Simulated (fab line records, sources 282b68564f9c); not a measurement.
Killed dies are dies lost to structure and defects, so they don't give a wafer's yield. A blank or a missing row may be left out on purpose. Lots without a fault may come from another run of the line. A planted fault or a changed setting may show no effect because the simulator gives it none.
Split-lot experiment | flow rit_cmos | 5 lots, 23 wafers read, on a route of 202 steps

THE SPLIT
At RIT_ACTIVE_DEVELOP_10 (develop time 50 s), the setting develop_time_s was moved away from the recipe's 50 s on 11 of the 23 wafers read, by +5.6% to +10.9%. The other wafers ran this setting at the recipe's value.

FROM THE SPLIT TO THE READING: what the file shows between them, 4 steps
- RIT_ACTIVE_CD_MEAS_11: target cd 1400 nm
- RIT_ACTIVE_HARDBAKE_12: time 60 s
- RIT_ACTIVE_ETCH_13: etches Si3N4 in SF6, stops on SiO2, time 210 s, target depth 210 nm (also split here: rf_w)
- RIT_ACTIVE_STRIP_14: strips in O2, time 180 s

THE READING
cd_nm, in nm, at RIT_ACTIVE_CD_MEAS_90 (target cd 1400 nm). Fault-free wafers of this fab line usually give 1399.8 nm, standard deviation 2.2 nm.

wafer  | tool, chamber at the split | develop_time_s as run, s | against the recipe | cd_nm, nm | against lot-mates on the recipe
L074.1 | litho_track-03, 0          | 53.94                    | +7.9%              | 1391.4    | -5.8
L074.2 | litho_track-03, 0          | 53.94                    | +7.9%              | 1390.2    | -7.0
L074.3 | litho_track-03, 0          | 50                       | recipe             | 1396.2    | -
L074.5 | litho_track-03, 0          | 53.94                    | +7.9%              | 1391.4    | -5.8
L074.6 | litho_track-03, 0          | 50                       | recipe             | 1398.2    | -
L076.1 | litho_track-03, 0          | 50                       | recipe             | 1398.0    | -
L076.3 | litho_track-03, 0          | 50                       | recipe             | 1398.7    | -
L076.6 | litho_track-03, 0          | 50                       | recipe             | 1397.6    | -
L077.1 | litho_track-02, 0          | 52.8                     | +5.6%              | 1394.9    | -5.3
L077.2 | litho_track-02, 0          | 52.8                     | +5.6%              | 1388.6    | -11.7
L077.4 | litho_track-02, 0          | 50                       | recipe             | 1400.9    | -
L077.5 | litho_track-02, 0          | 52.8                     | +5.6%              | 1389.1    | -11.2
L077.6 | litho_track-02, 0          | 50                       | recipe             | 1399.6    | -
L079.1 | litho_track-02, 0          | 50                       | recipe             | 1406.4    | -
L079.2 | litho_track-02, 0          | 55.45                    | +10.9%             | 1392.2    | -11.8
L079.4 | litho_track-02, 0          | 55.45                    | +10.9%             | 1392.3    | -11.7
L079.5 | litho_track-02, 0          | 50                       | recipe             | 1401.5    | -
L079.6 | litho_track-02, 0          | 55.45                    | +10.9%             | 1395.6    | -8.4
L081.2 | litho_track-03, 0          | 50                       | recipe             | 1396.3    | -
L081.3 | litho_track-03, 0          | 54.73                    | +9.5%              | 1390.9    | -7.6
L081.4 | litho_track-03, 0          | 50                       | recipe             | 1399.8    | -
L081.5 | litho_track-03, 0          | 50                       | recipe             | 1399.4    | -
L081.6 | litho_track-03, 0          | 54.73                    | +9.5%              | 1390.6    | -7.9

THE FIT
A straight line over all 23 wafers: cd_nm changes by -0.798 nm for each +1% of develop_time_s; r = -0.77; the points scatter about the line by 3 nm.
The same after taking each lot's own level away (the mean of its wafers on the recipe; 23 wafers): -0.94 nm for each +1%; r = -0.88; scatter 2.3 nm.
On that fit, the largest move of develop_time_s shifts the reading by 10 nm.
The lots' own levels span 1397.20 to 1403.95 nm, that is 3.1 times the standard deviation above.
So the lot-to-lot level blurs the effect unless lot-mates are compared.
Check: with one of the wafers moved furthest among these (+10.9%) left out of the fit, the line predicts -10.4 nm for it against its lot-mates. It came out at -11.8 nm against them.

OTHER SPLITS ON THESE WAFERS
These wafers also went through other splits before the reading. Each is held against what the fit with the lots' levels taken away leaves over:
other split on the same wafers   | wafers away from the commonest value | r with cd_nm (lot level and that fit taken away)
RIT_ACTIVE_COAT_06 resist_thk_nm | 8                                    | +0.70
RIT_ACTIVE_ETCH_13 rf_w          | 11                                   | +0.27

THE WHOLE CHAIN: every reading that the file lists as answering this split, in the file's order
step                  | what it does                                                        | reading                                                       | change (the file's fit)               | r (the file's)
RIT_ACTIVE_CD_MEAS_11 | target cd 1400 nm                                                   | cd_nm                                                         | -0.979 nm for each +1% of the setting | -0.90
RIT_ACTIVE_ETCH_13    | etches Si3N4 in SF6, stops on SiO2, time 210 s, target depth 210 nm | ACTIVE.cd_nm (the simulator's own value, which no gauge read) | -0.965 nm for each +1% of the setting | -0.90
RIT_ACTIVE_CD_MEAS_90 | target cd 1400 nm                                                   | cd_nm                                                         | -0.96 nm for each +1% of the setting  | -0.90

THE FILE'S OWN FIT
cd_nm changes by -0.96 nm for each +1% of develop_time_s, r = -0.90.
